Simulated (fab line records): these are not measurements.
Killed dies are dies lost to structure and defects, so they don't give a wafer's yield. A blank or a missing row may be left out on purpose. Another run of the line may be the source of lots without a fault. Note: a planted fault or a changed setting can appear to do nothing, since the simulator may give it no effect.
Matching of chambers + flow berkeley cmos170 + UCB170_M1_ETCH_11 on rie diel-03: 4 sister chambers
The step etches BARC in N2/H2. 8 wafers are shown with their chamber, then 9 later ones without.

== WAFERS PAIRED WITH THEIR CHAMBERS ==
| wafer  | chamber | throttle valve pct (%) | drypump motor current A (A) |
|--------|---------|------------------------|-----------------------------|
| L547.3 | 1       | 13.14                  | 5.2                         |
| L552.4 | 3       | 13.17                  | 5.0                         |
| L554.2 | 2       | 12.96                  | 6.3                         |
| L554.3 | 3       | 13.19                  | 5.0                         |
| L554.6 | 0       | 12.92                  | 5.2                         |
| L557.1 | 2       | 12.95                  | 6.2                         |
| L557.3 | 0       | 12.92                  | 5.3                         |
| L557.6 | 1       | 13.14                  | 5.1                         |

== WAFERS WHOSE CHAMBER IS MISSING ==
| wafer  | throttle valve pct (%) | drypump motor current A (A) |
|--------|------------------------|-----------------------------|
| L559.3 | 12.95                  | 5.3                         |
| L559.4 | 13.12                  | 5.2                         |
| L559.5 | 13.19                  | 5.1                         |
| L567.1 | 12.95                  | 6.2                         |
| L567.5 | 12.92                  | 5.2                         |
| L567.6 | 13.14                  | 5.2                         |
| L569.4 | 12.96                  | 6.3                         |
| L569.5 | 13.17                  | 5.1                         |
| L569.6 | 12.93                  | 5.3                         |

== THE CHAMBER EACH PASSED THROUGH ==
| wafer  | from the rows above     | in truth |
|--------|-------------------------|----------|
| L559.3 | 0                       | 0        |
| L559.4 | 1                       | 1        |
| L559.5 | 3                       | 3        |
| L567.1 | 2                       | 2        |
| L567.5 | 0                       | 0        |
| L567.6 | 1                       | 1        |
| L569.4 | 2                       | 2        |
| L569.5 | can't be placed: 3 or 1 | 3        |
| L569.6 | 0                       | 0        |
8 of 9 placed correctly. Unplaceable from these rows: 1, with the true chamber sitting among the candidates in 1. Wrongly placed: 0.
How it was worked out, from the rows above alone: a wafer's distance from a chamber is the root of the sum, over the readings, of the square of ((its reading less the chamber's mean) divided by the reading's scatter). The wafer belongs to the nearest chamber; if the next one is less than 2 further off, it can't be placed. A chamber's mean is the mean of its shown wafers. How the scatter is found: for the shown wafers, subtract from each reading the mean of its chamber, square and add these, divide the total by (wafers less chambers), then take the root.
